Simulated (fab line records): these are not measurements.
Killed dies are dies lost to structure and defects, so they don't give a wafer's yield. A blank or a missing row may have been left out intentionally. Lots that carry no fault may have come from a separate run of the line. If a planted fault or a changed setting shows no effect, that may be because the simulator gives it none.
One fault seen from 2 desks + flow berkeleyCmos170 + every desk sees just its own numbers, and what lay behind them comes last

== AT THE TOOL OWNER'S DESK: lithoTrack-03 ==
The tool's own readings at UCB170_PWELL_DEVELOP_12 (develop time 45 s): means of the sampled wafers that have a number, for each lot that ran on this tool. The brackets show how far a lot's mean lies from the usual mean; more than 4 standard deviations puts the lot out of limits, marked OUT.
Columns: A = chillPlateTempC at UCB170_PWELL_DEVELOP_12, usual 22.99 C
| lot  | first seen here | A     |
|------|-----------------|-------|
| L216 | day 3 17:00     | 22.92 |
| L220 | day 4 19:00     | 22.98 |
| L225 | day 5 22:00     | 22.87 |
| L230 | day 6 12:00     | 23.13 |
| L237 | day 8 04:00     | 22.86 |
This desk found nothing out of limits on any of the 5 lots.

== THE METROLOGY DESK ==
What the gauges read, lot by lot, whatever tool the lot ran on: means of the sampled wafers that have a number. The brackets show how far a lot's mean lies from the usual mean; more than 4 standard deviations puts the lot out of limits, marked OUT.
Columns: A = ACTIVE_OXIDE_THK at UCB170_ACTIVE_THK_MEAS_03, usual 26.5 nm; B = ACTIVE_OVL at UCB170_ACTIVE_OVL_MEAS_14, usual 1 nm
| lot  | first seen here | A    | B  |
|------|-----------------|------|----|
| L214 | day 4 11:10     | 26.7 | 5  |
| L215 | day 4 19:20     | 26.7 | -1 |
| L216 | day 4 19:20     | 27.1 | 4  |
| L218 | day 5 11:51     | 27.0 | 3  |
| L217 | day 5 11:52     | 26.6 | -5 |
| L220 | day 5 20:33     | 26.9 | -0 |
| L222 | day 6 02:39     | 26.4 | 9  |
| L224 | day 6 09:21     | 26.0 | 5  |
| L225 | day 6 23:38     | 26.7 | 13 |
| L230 | day 7 11:28     | 26.1 | -6 |
| L236 | day 8 22:09     | 27.0 | 13 |
| L237 | day 9 07:52     | 26.6 | 3  |
This desk found nothing out of limits on any of the 12 lots.

== PUT TOGETHER ==
The desk of the tool owner found nothing out of limits.
From the metrology desk's view, nothing was out of limits.

== WHAT THE SIMULATOR HAD INSERTED ==
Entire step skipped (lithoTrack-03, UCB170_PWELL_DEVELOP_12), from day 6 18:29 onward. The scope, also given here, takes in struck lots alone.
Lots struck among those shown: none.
